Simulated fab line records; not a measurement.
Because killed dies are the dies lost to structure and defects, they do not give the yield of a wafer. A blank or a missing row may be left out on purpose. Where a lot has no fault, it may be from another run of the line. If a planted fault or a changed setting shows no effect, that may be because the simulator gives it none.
Which tool was responsible? + flow berkeleyCmos170 + route of 331 steps, sampled at 1 step: 15 lots, 45 wafers

## WHAT EACH GAUGE READ, for each wafer
Not one reading of a measure or inspect step in the record can be checked against a usual standard deviation.

## WHAT TOOL EACH LOT RAN ON (gives the tool, then ch and the chambers of the sampled wafers, and finally the start)
| lot  | UCB170_ZERO_PEB_04              |
|------|---------------------------------|
| L330 | lithoTrack-03 ch 0, day 1 18:16 |
| L332 | lithoTrack-02 ch 0, day 2 02:44 |
| L333 | lithoTrack-04 ch 0, day 2 11:22 |
| L334 | lithoTrack-03 ch 0, day 2 15:32 |
| L335 | lithoTrack-03 ch 0, day 2 21:26 |
| L337 | lithoTrack-03 ch 0, day 3 03:39 |
| L338 | lithoTrack-03 ch 0, day 3 08:09 |
| L340 | lithoTrack-04 ch 0, day 3 22:06 |
| L344 | lithoTrack-02 ch 0, day 4 17:05 |
| L345 | lithoTrack-03, day 4 20:14      |
| L346 | lithoTrack-04, day 5 02:46      |
| L347 | lithoTrack-02, day 5 09:40      |
| L351 | lithoTrack-02 ch 0, day 6 03:15 |
| L352 | lithoTrack-04 ch 0, day 6 08:13 |
| L353 | lithoTrack-04 ch 0, day 6 17:42 |
- UCB170_ZERO_PEB_04

## AS READ BY THE TOOLS THEMSELVES (means over the sampled wafers that have a number; for cases with no such wafer, the mark the record gives instead)
UCB170_ZERO_PEB_04. Usual: chillPlateTempC 23.01 C, standard deviation 0.1; exhaustPa 45.2 Pa, standard deviation 0.86; resistLineTempC 22.99 C, standard deviation 0.11.
| lot  | tool          | chillPlateTempC (C) | exhaustPa (Pa) | resistLineTempC (C) | flag |
|------|---------------|---------------------|----------------|---------------------|------|
| L330 | lithoTrack-03 | 22.93               | 44.7           | 22.91               |      |
| L332 | lithoTrack-02 | 23.00               | 46.6           | 23.08               |      |
| L333 | lithoTrack-04 | 23.17               | 44.7           | 22.83               |      |
| L334 | lithoTrack-03 | 22.97               | 44.6           | 22.98               |      |
| L335 | lithoTrack-03 | 23.05               | 45.0           | 22.84               |      |
| L337 | lithoTrack-03 | 22.92               | 45.4           | 22.98               |      |
| L338 | lithoTrack-03 | 23.05               | 45.6           | 22.98               |      |
| L340 | lithoTrack-04 | 22.86               | 44.0           | 22.95               |      |
| L344 | lithoTrack-02 | 22.98               | 45.7           | 22.91               |      |
| L345 | lithoTrack-03 | -                   | -              | -                   | OFF  |
| L346 | lithoTrack-04 | -                   | -              | -                   | OFF  |
| L347 | lithoTrack-02 | -                   | -              | -                   | OFF  |
| L351 | lithoTrack-02 | 23.10               | 44.8           | 23.09               |      |
| L352 | lithoTrack-04 | 22.95               | 44.6           | 23.09               |      |
| L353 | lithoTrack-04 | 23.11               | 46.1           | 23.07               |      |

## THE ANSWER, worked out from the rows above alone
Rule: a lot counts as off when the mean over its wafers that have a number is more than 3 standard deviations away from the usual mean. A lot without any number at a reading at which 4 lots or more have one is off too. Any other lot the step has rows for is counted as sound. The gauges are gone through in route order, then the tools' own readings, and for those a lot's mean is taken as printed above. At the first step where some lot is off, the reading lying furthest off is the one used; lots without a number count as furthest.
Off: L345, L346, L347, at UCB170_ZERO_PEB_04 (chillPlateTempC). Without a number there: L345, L346, L347.
A tool fits if, at that step or a process step before it, it ran every lot that is off, and no sound lot after the first of them. Not one of the candidates tried fits.

## WHAT THE SIMULATOR HAD INSERTED
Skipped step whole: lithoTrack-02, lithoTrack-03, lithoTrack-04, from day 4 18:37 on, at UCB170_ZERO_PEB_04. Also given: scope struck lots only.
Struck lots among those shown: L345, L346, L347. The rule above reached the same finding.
